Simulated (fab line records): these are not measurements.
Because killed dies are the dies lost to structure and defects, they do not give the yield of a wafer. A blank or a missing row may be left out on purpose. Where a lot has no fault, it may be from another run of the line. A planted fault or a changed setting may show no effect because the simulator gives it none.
A lot that was struck, set against a sound lot ; flow berkeley cmos170 ; 16 out of 331 route steps
Sound: the wafers L412.2, L412.3, L412.6. Wafers struck: L424.2, L424.4, L424.5. The cause comes at the end.
For every step that has rows: the tool of each side, followed by ch and its chambers, followed by its first start. Under that, the readings that differ: sound wafers ; struck wafers ; difference of the means ; sigmas: that difference in standard deviations of wafers without a fault.
alike: words and numbers the same on both sides, and readings whose means are apart by under 2 such deviations; not compared: readings that were withheld, readings missing a value for some wafer, numbers with overlapping values and no deviation given by the record, and bounds like >300 which may hide the same value.
The two part at a step that has a row with sigmas, a row that says differs or no value, or rows on one side only. When numbers do not overlap yet have no deviation, they are printed without sigmas and do not part them. A reading that every wafer of one side lacks parts them only if that side has two wafers or more.

first, 2 steps without rows for these wafers: UCB170_V2_PEB_10; UCB170_V2_DEVELOP_11 (develop time 45 s).
UCB170_V2_CD_MEAS_12: target cd 700 nm.
  sound on cd sem-01, day 9 13:59; struck on cd sem-01, day 12 18:42
  alike: cd nm
UCB170_V2_OVL_MEAS_13:
  sound on overlay-01, day 9 14:05; struck on overlay-01, day 12 18:49
  alike: V2_OVL
UCB170_V2_ETCH_14: etches SiO2 in CHF3/CF4/Ar, stops on Al, target depth 1250 nm, time 291 s.
  sound on rie diel-01 ch 0,1, day 9 14:07; struck on rie diel-04 ch 1,3, day 12 18:50
  alike: chamber pressure mTorr, drypump motor current A, oes product au, throttle valve pct
  not compared: rf hours counter h
UCB170_V2_STRIP_15: strips in O2.
  sound on plasma asher-01 ch 0,1, day 9 14:18; struck on plasma asher-03 ch 0,1, day 12 19:01
  alike: chamber pressure mTorr, drypump motor current A, oes product au, strip time to endpoint s
  not compared: rf hours counter h
UCB170_V2_CD_MEAS_90: target cd 700 nm.
  sound on cd sem-02, day 9 14:25; struck on cd sem-01, day 12 19:08
  alike: cd nm
then, 1 step without rows for these wafers: UCB170_M3_PRE_CLEAN_00 (preclean etch time 60 s).
UCB170_M3_SPUTTER_01: material Al, target thk 900 nm, time 120 s.
  sound on pvd sputter-04, day 9 14:35; struck on pvd sputter-01, day 12 19:19
  alike: throttle valve pct
UCB170_M3_RS_MEAS_02: measures by four-point-probe.
  sound on film metro-01, day 9 14:41; struck on film metro-02, day 12 19:25
  alike: M3_AL_RS
UCB170_M3_THK_MEAS_03: measures by xrf.
  sound on film metro-01, day 9 14:48; struck on film metro-02, day 12 19:31
  alike: M3_AL_THK
then, 1 step without rows for these wafers: UCB170_M3_HMDS_04 (prime time 60 s).
UCB170_M3_COAT_05: resist thk 900 nm.
  sound on litho track-04 ch 0, day 9 15:02; struck on litho track-02 ch 0, day 12 19:45
reading;sound;struck;difference;sigmas
model.KrF_of_M3_COAT_05.thk nm (nm);896 896.9 899.2;933.2 933.4 933.4;+36.0;
  alike: dispense pressure kPa, exhaust pa
then, 1 step without rows for these wafers: UCB170_M3_SOFTBAKE_06 (time 60 s).
UCB170_M3_STRIP_07: strips in O2.
  sound on plasma asher-02 ch 0,1, day 9 15:18; struck on plasma asher-02 ch 0,1, day 12 20:01
reading;sound;struck;difference;sigmas
strip time to endpoint s (s);21.88 21.89 21.96;22.76 22.75 22.78;+0.85;+13
  alike: chamber pressure mTorr, drypump motor current A, oes product au
  not compared: rf hours counter h
then, 1 step without rows for these wafers: UCB170_M3_STRIP_08 (strips KrF in DMSO, time 600 s).

## WHERE THEY PART
Within this record, at UCB170_M3_STRIP_07 only.

WHY: whatever the simulator had introduced
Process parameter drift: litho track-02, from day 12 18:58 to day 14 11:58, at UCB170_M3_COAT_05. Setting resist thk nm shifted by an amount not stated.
